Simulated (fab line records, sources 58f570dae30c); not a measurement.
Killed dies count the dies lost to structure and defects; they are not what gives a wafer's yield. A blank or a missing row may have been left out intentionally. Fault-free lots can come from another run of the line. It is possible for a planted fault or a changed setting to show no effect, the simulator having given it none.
fab line records -- flow berkeley-cmos170
record lots=15, wafers=45, last-day=11
route steps=331 shown NSD@194 CONTACT@222 M1@247
lots that met no fault: from a run of the same line without faults
start-h: the number of hours between the record's first day and the start of the first shown wafer of the lot -- wait-h: time in hours since the lot's previous step -- " the same as in the row above -- L1.1+2: several wafers, shown together as one row -- - no value present, or no start provided -- * or withheld: withheld -- < > ~ a bound
route shown NAME@n: NAME is a module with steps in the file, n the number in the route of the first one -- usual: average and standard deviation across the fault-free wafers -- same: alike in all rows -- chamber/n: place in a boat -- sites: the reading at each site -- _std_site: how widely they spread, as a standard deviation -- _edge_site: outer sites' mean less inner sites' -- radius-mm: for every site, how far away it sits from the centre of the wafer -- mask NAME#n: copy n -- behind: the most recent tool/chamber to have shaped the wafer -- hold: why the lot went on hold/how many hours it stayed there/how the hold came to an end -- device: the n, p or np transistor that did not switch -- end of line: the same wafers' tests at the end of the route -- a step without rows: its recipe alone -- killed: dies that structure and defects cost at the first sort, which is not the same as the wafer's yield -- map: shows each die of a wafer: x if killed, . if not, _ if none is there
set.NAME: the run value of the setting; set.NAME@STEP: its run value at that earlier step -- model.NAME: the simulator's own value behind a step, which no gauge read
the route's steps for a sample of lots (tables are steps, rows are wafers)
services: from which hour (start-h, from the record's first day; less than 0 if before it) a tool's chamber was out of use, for how many hours, and why
## steps
# step UCB170_NSD_OVL_MEAS_07
# usual NSD_OVL=-1/6.6
lot.wafer,tool,chamber,start-h,wait-h,NSD_OVL[nm]
L232.2,overlay-02,-,136.62,0.1,2
L232.3,overlay-02,-,136.62,0.1,-1
L232.6,overlay-02,-,136.62,0.1,3
L233.1,overlay-01,-,163.85,0.1,-2
L233.3,overlay-01,-,163.85,0.1,3
L233.4,overlay-01,-,163.85,0.1,-7
L235.1,overlay-01,-,164.05,0.1,-5
L235.5,overlay-01,-,164.05,0.1,-2
L235.6,overlay-01,-,164.05,0.1,6
L238.1,overlay-01,-,181.63,0.1,5
L238.4,overlay-01,-,181.63,0.1,-3
L238.5,overlay-01,-,181.63,0.1,-1
L237.4,overlay-01,-,182.00,0.1,4
L237.5,overlay-01,-,182.00,0.1,1
L237.6,overlay-01,-,182.00,0.1,-1
L242.3,overlay-01,-,199.67,0.1,-4
L242.5,overlay-01,-,199.67,0.1,-5
L242.6,overlay-01,-,199.67,0.1,-7
L240.2,overlay-02,-,200.02,0.1,-1
L240.5,overlay-02,-,200.02,0.1,-1
L240.6,overlay-02,-,200.02,0.1,9
L241.2,overlay-01,-,200.27,0.1,13
L241.4,overlay-01,-,200.27,0.1,21
L241.5,overlay-01,-,200.27,0.1,5
L247.2,overlay-01,-,222.75,0.1,-7
L247.3,overlay-01,-,222.75,0.1,2
L247.6,overlay-01,-,222.75,0.1,-15
L248.2,overlay-01,-,223.78,0.1,0
L248.3,overlay-01,-,223.78,0.1,-1
L248.4,overlay-01,-,223.78,0.1,0
L246.2,overlay-02,-,224.14,0.1,5
L246.5,overlay-02,-,224.14,0.1,5
L246.6,overlay-02,-,224.14,0.1,4
L252.1,overlay-01,-,243.04,0.1,-2
L252.3,overlay-01,-,243.04,0.1,-2
L252.5,overlay-01,-,243.04,0.1,-2
L251.2,overlay-01,-,243.09,0.1,-2
L251.3,overlay-01,-,243.09,0.1,9
L251.6,overlay-01,-,243.09,0.1,4
L253.1,overlay-01,-,243.44,0.1,-5
L253.4,overlay-01,-,243.44,0.1,-3
L253.5,overlay-01,-,243.44,0.1,-8
L249.2,overlay-01,-,243.74,0.1,-6
L249.3,overlay-01,-,243.74,0.1,-17
L249.4,overlay-01,-,243.74,0.1,-11
# step UCB170_CONTACT_STRIP_06
# recipe chemistry=O2, power-w=400, pressure-mtorr=3500, platen-temp-c=withheld, o2-flow-sccm=400, overash-fraction=0.5
# usual chamber-pressure-mTorr=3500/3.3, drypump-motor-current-A=5.7/0.59, oes-product-au=0.734/0.0041, strip-time-to-endpoint-s=21.99/0.07
# same overash-fraction=0.5
lot.wafer,tool,chamber,start-h,wait-h,chamber-pressure-mTorr,drypump-motor-current-A,oes-product-au,rf-hours-counter-h,strip-time-to-endpoint-s
L232.2,plasma-asher-03,1,141.66,0.1,3497,5.6,0.728,35,22.00
L232.3,plasma-asher-03,0,141.66,0.1,3500,5.2,0.732,-,22.09
L232.6,plasma-asher-03,0,141.66,0.1,3499,5.2,0.729,-,22.03
L233.1,plasma-asher-03,0,168.54,0.1,3498,5.2,0.743,37,21.96
L233.3,plasma-asher-03,0,168.54,0.1,3504,5.2,0.741,-,21.91
L233.4,plasma-asher-03,1,168.54,0.1,3502,5.6,0.736,-,21.88
L235.1,plasma-asher-01,0,169.24,0.1,3500,5.4,0.738,47,21.89
L235.5,plasma-asher-01,0,169.24,0.1,3497,5.4,0.738,-,21.90
L235.6,plasma-asher-01,1,169.24,0.1,3499,6.8,0.738,-,21.88
L238.1,plasma-asher-04,0,187.18,0.1,3505,5.4,0.736,7,22.01
L238.4,plasma-asher-04,0,187.18,0.1,3503,5.4,0.736,-,22.02
L238.5,plasma-asher-04,0,187.18,0.1,3497,5.4,0.738,-,21.95
L237.4,plasma-asher-03,0,187.94,0.1,3495,5.2,0.737,-,21.99
L237.5,plasma-asher-03,0,187.94,0.1,3503,5.2,0.737,-,21.98
L237.6,plasma-asher-03,1,187.94,0.1,3500,5.6,0.736,-,22.00
L242.3,plasma-asher-03,0,206.08,0.1,3504,5.2,0.734,-,21.95
L242.5,plasma-asher-03,1,206.08,0.1,3498,5.6,0.730,-,22.00
L242.6,plasma-asher-03,0,206.08,0.1,3494,5.2,0.732,-,22.02
L240.2,plasma-asher-01,0,206.23,0.1,3501,5.4,0.729,52,21.99
L240.5,plasma-asher-01,1,206.23,0.1,3499,6.8,0.732,-,21.96
L240.6,plasma-asher-01,0,206.23,0.1,3499,5.4,0.730,-,21.93
L241.2,plasma-asher-03,0,206.32,0.1,3501,5.2,0.737,42,21.91
L241.4,plasma-asher-03,0,206.32,0.1,3498,5.2,0.732,-,21.90
L241.5,plasma-asher-03,1,206.32,0.1,3496,5.6,0.740,-,21.88
L247.2,plasma-asher-01,1,228.80,0.1,3498,6.8,0.729,55,22.03
L247.3,plasma-asher-01,0,228.80,0.1,3496,5.4,0.738,-,22.02
L247.6,plasma-asher-01,1,228.80,0.1,3497,6.8,0.727,-,22.10
L248.2,plasma-asher-03,0,230.94,0.1,3503,5.2,0.737,46,21.94
L248.3,plasma-asher-03,1,230.94,0.1,3502,5.6,0.741,-,21.87
L248.4,plasma-asher-03,0,230.94,0.1,3501,5.2,0.725,-,21.98
L246.2,plasma-asher-01,0,232.34,0.1,3496,5.4,0.741,56,22.08
L246.5,plasma-asher-01,0,232.34,0.1,3507,5.4,0.729,-,22.07
L246.6,plasma-asher-01,1,232.34,0.1,3500,6.8,0.741,-,22.04
L251.2,plasma-asher-01,0,247.86,0.1,3498,5.4,0.737,57,22.05
L251.3,plasma-asher-01,1,247.86,0.1,3503,6.8,0.729,-,22.06
L251.6,plasma-asher-01,0,247.86,0.1,3501,5.4,0.736,-,22.06
L252.1,plasma-asher-03,0,247.91,0.1,3499,5.2,0.734,47,22.08
L252.3,plasma-asher-03,0,247.91,0.1,3501,5.2,0.734,-,22.04
L252.5,plasma-asher-03,0,247.91,0.1,3503,5.2,0.741,-,22.05
L253.1,plasma-asher-04,1,249.76,0.1,3502,6.5,0.739,10,22.02
L253.4,plasma-asher-04,1,249.76,0.1,3497,6.5,0.739,-,21.93
L253.5,plasma-asher-04,0,249.76,0.1,3501,5.4,0.736,-,21.92
L249.2,plasma-asher-01,0,249.80,0.1,3496,5.4,0.732,58,21.89
L249.3,plasma-asher-01,1,249.80,0.1,3498,6.8,0.731,-,21.88
L249.4,plasma-asher-01,0,249.80,0.1,3502,5.4,0.736,-,21.85
# step UCB170_CONTACT_STRIP_19
# recipe chemistry=O2, power-w=400, pressure-mtorr=3500, platen-temp-c=withheld, o2-flow-sccm=400, overash-fraction=0.5
# usual chamber-pressure-mTorr=3500/3.1, drypump-motor-current-A=5.8/0.61, oes-product-au=0.726/0.004, overash-fraction=0.5/0
lot.wafer,tool,chamber,start-h,wait-h,chamber-pressure-mTorr,drypump-motor-current-A,oes-product-au,overash-fraction,rf-hours-counter-h
L232.2,plasma-asher-03,0,143.55,-,3500,5.2,0.722,0.5,35
L232.3,plasma-asher-03,1,143.55,-,3502,5.6,0.723,0.5,-
L232.6,plasma-asher-03,0,143.55,-,3497,5.2,0.732,0.5,-
L233.1,plasma-asher-04,0,170.65,-,3504,5.4,0.735,0.5,5
L233.3,plasma-asher-04,1,170.65,-,3502,6.5,0.727,0.5,-
L233.4,plasma-asher-04,0,170.65,-,3504,5.4,0.724,0.5,-
L235.1,plasma-asher-03,1,171.44,-,-,-,-,-,-
L235.5,plasma-asher-03,1,171.44,-,-,-,-,-,-
L235.6,plasma-asher-03,0,171.44,-,-,-,-,-,-
L238.1,plasma-asher-03,1,190.02,-,-,-,-,-,-
L238.4,plasma-asher-03,1,190.02,-,-,-,-,-,-
L238.5,plasma-asher-03,1,190.02,-,-,-,-,-,-
L237.4,plasma-asher-01,0,190.46,-,-,-,-,-,-
L237.5,plasma-asher-01,1,190.46,-,-,-,-,-,-
L237.6,plasma-asher-01,0,190.46,-,-,-,-,-,-
L242.3,plasma-asher-01,0,208.90,-,3498,5.4,0.729,0.5,-
L242.5,plasma-asher-01,0,208.90,-,3497,5.4,0.723,0.5,-
L242.6,plasma-asher-01,1,208.90,-,3496,6.8,0.717,0.5,-
L240.2,plasma-asher-01,1,208.97,-,3498,6.8,0.722,0.5,52
L240.5,plasma-asher-01,1,208.97,-,3493,6.8,0.727,0.5,-
L240.6,plasma-asher-01,0,208.97,-,3504,5.4,0.726,0.5,-
L241.2,plasma-asher-01,0,209.61,-,3503,5.4,0.727,0.5,52
L241.4,plasma-asher-01,1,209.61,-,3505,6.8,0.725,0.5,-
L241.5,plasma-asher-01,0,209.61,-,3500,5.4,0.730,0.5,-
L247.2,plasma-asher-01,0,231.26,-,3501,5.4,0.719,0.5,56
L247.3,plasma-asher-01,1,231.26,-,3500,6.8,0.723,0.5,-
L247.6,plasma-asher-01,0,231.26,-,3502,5.4,0.725,0.5,-
L248.2,plasma-asher-01,1,232.81,-,3505,6.8,0.719,0.5,56
L248.3,plasma-asher-01,0,232.81,-,3498,5.4,0.729,0.5,-
L248.4,plasma-asher-01,1,232.81,-,3497,6.8,0.729,0.5,-
L246.2,plasma-asher-01,0,235.88,-,3502,5.4,0.728,0.5,56
L246.5,plasma-asher-01,1,235.88,-,3505,6.8,0.724,0.5,-
L246.6,plasma-asher-01,0,235.88,-,3497,5.4,0.732,0.5,-
L251.2,plasma-asher-04,1,249.51,-,3498,6.6,0.722,0.5,10
L251.3,plasma-asher-04,1,249.51,-,3501,6.5,0.727,0.5,-
L251.6,plasma-asher-04,0,249.51,-,3501,5.4,0.730,0.5,-
L252.1,plasma-asher-03,0,249.68,-,3504,5.2,0.731,0.5,47
L252.3,plasma-asher-03,1,249.68,-,3500,5.6,0.727,0.5,-
L252.5,plasma-asher-03,0,249.68,-,3504,5.2,0.728,0.5,-
L249.2,plasma-asher-03,1,251.33,-,3506,5.5,0.736,0.5,48
L249.3,plasma-asher-03,0,251.33,-,3502,5.2,0.721,0.5,-
L249.4,plasma-asher-03,1,251.33,-,3496,5.6,0.732,0.5,-
L253.1,plasma-asher-04,0,251.57,-,3499,5.4,0.724,0.5,10
L253.4,plasma-asher-04,0,251.57,-,3496,5.4,0.719,0.5,-
L253.5,plasma-asher-04,0,251.57,-,3494,5.4,0.726,0.5,-
# step UCB170_M1_CD_MEAS_09
# recipe target-cd-nm=700
# usual cd-nm=699.9/1.6
lot.wafer,tool,chamber,start-h,wait-h,cd-nm
L232.2,cd-sem-02,-,145.61,-,702.1
L232.3,cd-sem-02,-,145.61,-,701.9
L232.6,cd-sem-02,-,145.61,-,702.0
L233.1,cd-sem-01,-,172.16,-,698.0
L233.3,cd-sem-01,-,172.16,-,697.7
L233.4,cd-sem-01,-,172.16,-,698.7
L242.3,cd-sem-02,-,211.58,-,702.2
L242.5,cd-sem-02,-,211.58,-,701.1
L242.6,cd-sem-02,-,211.58,-,701.2
L240.2,cd-sem-02,-,211.84,-,698.9
L240.5,cd-sem-02,-,211.84,-,698.2
L240.6,cd-sem-02,-,211.84,-,698.9
L241.2,cd-sem-02,-,212.28,-,701.4
L241.4,cd-sem-02,-,212.28,-,701.3
L241.5,cd-sem-02,-,212.28,-,701.0
L247.2,cd-sem-01,-,235.50,-,699.4
L247.3,cd-sem-01,-,235.50,-,699.5
L247.6,cd-sem-01,-,235.50,-,700.3
L248.2,cd-sem-02,-,235.71,-,697.8
L248.3,cd-sem-02,-,235.71,-,697.3
L248.4,cd-sem-02,-,235.71,-,698.4
L246.2,cd-sem-01,-,237.38,-,699.0
L246.5,cd-sem-01,-,237.38,-,699.0
L246.6,cd-sem-01,-,237.38,-,698.9
L251.2,cd-sem-02,-,251.18,-,698.4
L251.3,cd-sem-02,-,251.18,-,698.5
L251.6,cd-sem-02,-,251.18,-,699.5
L252.1,cd-sem-01,-,251.40,-,699.6
L252.3,cd-sem-01,-,251.40,-,700.1
L252.5,cd-sem-01,-,251.40,-,700.5
L249.2,cd-sem-01,-,253.19,-,696.7
L249.3,cd-sem-01,-,253.19,-,698.3
L249.4,cd-sem-01,-,253.19,-,697.4
L253.1,cd-sem-02,-,253.87,-,698.8
L253.4,cd-sem-02,-,253.87,-,699.1
L253.5,cd-sem-02,-,253.87,-,698.3
## services
tool,chamber,start-h,hours,kind
plasma-asher-04,0,117.75,-,clean
plasma-asher-04,1,117.75,-,clean
plasma-asher-04,-,202.84,14.6,pm
plasma-asher-04,-,223.09,10.2,repair
## key
first-sign step=UCB170_CONTACT_STRIP_19, reading=tool-record, direction=missing
effect none on later readings
met-at UCB170_CONTACT_STRIP_19
struck-lots L235,L237,L238
later-rows-left-out L235.1,L235.5,L235.6,L237.4,L237.5,L237.6,L238.1,L238.4,L238.5
sort-left-out L235.1,L235.5,L235.6,L237.4,L237.5,L237.6,L238.1,L238.4,L238.5
tester-left-out L235,L237,L238
not-acting-at UCB170_NSD_OVL_MEAS_07,UCB170_CONTACT_STRIP_06,UCB170_M1_CD_MEAS_09
onset-between 143.55 171.44
fault kind=skipped-step-whole, tool=plasma-asher-01,plasma-asher-03, chamber=-, onset-h=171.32, steps=UCB170_CONTACT_STRIP_19, scope=struck-lots-only
# tester-left-out: of these lots the tester's yield and bins aren't shown, on N5 and GAA mostly nor the transistor test; their killed dies are dies lost to structure and defects alone, not to doping, threshold or leakage, so they don't give the yield
# sort-left-out: the simulated sort isn't trusted on such a fault, so these wafers' sort isn't shown, and their yield isn't known
# later-rows-left-out: the simulator's readings of these wafers behind a module that went badly wrong aren't trusted and aren't shown, but for the sort
